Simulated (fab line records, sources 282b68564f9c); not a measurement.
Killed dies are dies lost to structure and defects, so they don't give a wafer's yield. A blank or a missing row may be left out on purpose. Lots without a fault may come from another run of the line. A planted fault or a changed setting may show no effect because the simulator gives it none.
A sampling plan put to the test | flow rit_cmos | one fab line, 12 faults that these records tell of, each judged on the records of the lots that it struck
The plan is the line's own looks: the steps of the route at which a gauge or an inspection reads the wafer and doesn't change it. A look can be judged if struck wafers have a number there and the file gives its usual mean and standard deviation on fault-free wafers. Caught: at a look after the fault's first step, the mean of the struck wafers lies 4 or more of those standard deviations (sigma) from the usual mean. On the tool: the same test on the tool's own readings at the fault's steps. Another recipe on the struck wafers, or a record that is blank for them alone, also counts as caught.

THE FAULTS, as the simulator had put them in
1. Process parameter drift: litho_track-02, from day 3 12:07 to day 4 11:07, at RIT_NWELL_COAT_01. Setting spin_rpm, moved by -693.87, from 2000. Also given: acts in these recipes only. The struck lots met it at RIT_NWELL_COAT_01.
2. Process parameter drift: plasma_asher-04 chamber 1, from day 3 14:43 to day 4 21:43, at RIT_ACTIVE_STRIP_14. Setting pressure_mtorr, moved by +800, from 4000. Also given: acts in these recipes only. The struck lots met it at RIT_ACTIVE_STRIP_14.
3. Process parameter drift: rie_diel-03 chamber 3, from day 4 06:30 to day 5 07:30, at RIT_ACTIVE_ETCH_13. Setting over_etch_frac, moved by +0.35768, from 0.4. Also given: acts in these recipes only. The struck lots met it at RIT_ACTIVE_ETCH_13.
4. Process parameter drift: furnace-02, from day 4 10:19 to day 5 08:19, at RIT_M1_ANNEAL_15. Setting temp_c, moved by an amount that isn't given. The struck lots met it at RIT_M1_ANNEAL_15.
5. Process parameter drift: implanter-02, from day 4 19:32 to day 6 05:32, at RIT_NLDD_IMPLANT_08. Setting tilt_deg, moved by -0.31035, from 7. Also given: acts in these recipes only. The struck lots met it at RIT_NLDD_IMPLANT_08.
6. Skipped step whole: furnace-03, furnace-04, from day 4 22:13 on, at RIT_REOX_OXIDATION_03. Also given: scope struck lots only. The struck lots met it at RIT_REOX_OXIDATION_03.
7. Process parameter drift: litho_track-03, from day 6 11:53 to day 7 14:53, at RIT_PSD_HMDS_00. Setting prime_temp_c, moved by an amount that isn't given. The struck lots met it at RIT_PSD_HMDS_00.
8. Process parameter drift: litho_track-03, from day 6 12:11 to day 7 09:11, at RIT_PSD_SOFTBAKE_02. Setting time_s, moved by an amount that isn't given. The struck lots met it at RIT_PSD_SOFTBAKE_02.
9. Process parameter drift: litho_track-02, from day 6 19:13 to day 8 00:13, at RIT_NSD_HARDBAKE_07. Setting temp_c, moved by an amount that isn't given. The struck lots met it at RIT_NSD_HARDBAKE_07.
10. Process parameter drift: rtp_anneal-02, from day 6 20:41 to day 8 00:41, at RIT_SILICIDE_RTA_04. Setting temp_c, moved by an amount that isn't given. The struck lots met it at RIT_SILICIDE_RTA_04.
11. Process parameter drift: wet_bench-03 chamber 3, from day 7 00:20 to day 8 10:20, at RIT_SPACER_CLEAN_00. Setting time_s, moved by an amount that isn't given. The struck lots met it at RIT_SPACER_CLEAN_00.
12. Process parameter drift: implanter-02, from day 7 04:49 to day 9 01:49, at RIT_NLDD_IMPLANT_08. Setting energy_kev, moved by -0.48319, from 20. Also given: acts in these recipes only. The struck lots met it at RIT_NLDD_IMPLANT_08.

WHAT THE PLAN SAW
fault | on the tool itself                               | first look that catches it                   | reading, sigma | median hours from its first step to that look | hours from the fault's start to the first struck lot there | judged looks passed uncaught
1     | spin_speed_rpm -99 or beyond sigma               | no look after it can be judged               | -              | -                                             | -                                                          | 0
2     | chamber_pressure_mTorr +99 or beyond sigma       | no look after it can be judged               | -              | -                                             | -                                                          | 0
3     | oes_product_au -8.9 sigma                        | no look after it can be judged               | -              | -                                             | -                                                          | 0
4     | tube_center_temp_C +99 or beyond sigma           | no look after it can be judged               | -              | -                                             | -                                                          | 0
5     | tilt_deg -14 sigma                               | no look after it can be judged               | -              | -                                             | -                                                          | 0
6     | the tool's record is blank for the struck wafers | no look after it can be judged               | -              | -                                             | -                                                          | 0
7     | prime_temp_c -11 sigma                           | no look after it can be judged               | -              | -                                             | -                                                          | 0
8     | run_length_s -8.4 sigma                          | no look after it can be judged               | -              | -                                             | -                                                          | 0
9     | heater_power_total_W -78 sigma                   | no look after it can be judged               | -              | -                                             | -                                                          | 0
10    | wafer_temp_C_max -45 sigma                       | not the one look that can be judged after it | -              | -                                             | -                                                          | 1
11    | run_length_s +31 sigma                           | no look after it can be judged               | -              | -                                             | -                                                          | 0
12    | beam_energy_keV -78 sigma                        | not the one look that can be judged after it | -              | -                                             | -                                                          | 1
A dash: the fault isn't caught, or these records don't give the number.

Caught at a look: 0 of 12. Caught on the tool: 12 of 12. By one or the other: 12 of 12.
Caught on the tool alone: faults 1, 2, 3, 4, 5, 6, 7, 8, 9, 10, 11, 12.
